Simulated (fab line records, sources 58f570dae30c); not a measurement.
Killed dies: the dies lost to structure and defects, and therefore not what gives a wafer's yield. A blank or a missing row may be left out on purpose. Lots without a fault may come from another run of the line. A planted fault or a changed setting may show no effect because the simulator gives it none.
A lot that was struck, set against a sound lot ; flow berkeley_cmos170 ; 16 steps out of a route of 331
Sound: the wafers L796.1, L796.3, L796.4. Struck: wafers L808.1, L808.2, L808.6. The cause comes at the end.
Per side, at each step with rows, come the tool, then ch with its chambers, and then its first start. Under that, the readings that differ: sound wafers ; struck wafers ; difference of the means ; sigmas: that difference in standard deviations of wafers without a fault.
alike: a reading whose means differ by less than 2 such deviations, as well as words and numbers matching on both sides. not compared: withheld readings; readings where some wafer has no value; bounds like >300 that might hide an equal value; numbers whose values overlap and for which the record gives no deviation.
Wherever a step has rows on one side only, a row that says differs or no value, or a row with sigmas, the two part there. Numbers that don't overlap but have no deviation are shown without sigmas and don't part them. A reading missing from all wafers of one side parts the sides only when that side holds two or more wafers.

first, 1 step without rows for these wafers: UCB170_START_OXIDATION_02 (target thk 20 nm, ox time 1800 s).
UCB170_START_THK_MEAS_03:
  sound: film_metro-02 at day 1 22:06; struck: film_metro-02 at day 4 16:29
  alike: START_OXIDE_THK
then, 7 steps without rows for these wafers: UCB170_START_ANNEAL_04 (time 1200 s); UCB170_ZERO_HMDS_00 (prime time 60 s); UCB170_ZERO_COAT_01 (resist thk 911.3 nm); UCB170_ZERO_SOFTBAKE_02 (time 60 s); UCB170_ZERO_EXPOSE_03 (exposes mask PM MARKS, target cd 4000 nm); UCB170_ZERO_PEB_04; UCB170_ZERO_DEVELOP_05 (develop time 45 s).
UCB170_ZERO_ETCH_06: etches SiO2 in CHF3/CF4/Ar, time 12 s.
  sound on rie_diel-03 ch 0,2, day 2 04:35; struck on rie_diel-03 ch 0,2, day 5 02:46
  alike: drypump_motor_current_A, oes_product_au, throttle_valve_pct
  not compared: rf_hours_counter_h
UCB170_ZERO_STRIP_07: strips in O2.
  sound on plasma_asher-04 ch 0,1, day 2 04:36; struck on plasma_asher-02 ch 0,1, day 5 02:47
  alike: drypump_motor_current_A, oes_product_au, strip_time_to_endpoint_s
  not compared: rf_hours_counter_h
then, 1 step without rows for these wafers: UCB170_NWELL_WET_ETCH_00 (etches SiO2 in dHF, time 200 s).
UCB170_NWELL_OXIDATION_01: target thk 26.4 nm, ox time 1260 s.
  sound on furnace-04 ch 0, day 2 05:12; struck on furnace-02 ch 0, day 5 14:35
reading;sound;struck;difference;sigmas
spike_tc_load_C (C);1030 1031 1031;1023 1023 1023;-8;-2
UCB170_NWELL_THK_MEAS_02:
  sound: film_metro-01 at day 2 06:37; struck: film_metro-03 at day 5 15:56
reading;sound;struck;difference;sigmas
NWELL_OXIDE_THK (nm);24.8 24.6 24.7;40.3 41.0 41.1;+16.1;+23
then, 2 steps without rows for these wafers: UCB170_NWELL_ANNEAL_03 (time 900 s); UCB170_M3_PROBE_99.

WHERE THEY PART
First at UCB170_NWELL_OXIDATION_01; last, within this record, at UCB170_NWELL_THK_MEAS_02.

WHY: the cause the simulator had injected
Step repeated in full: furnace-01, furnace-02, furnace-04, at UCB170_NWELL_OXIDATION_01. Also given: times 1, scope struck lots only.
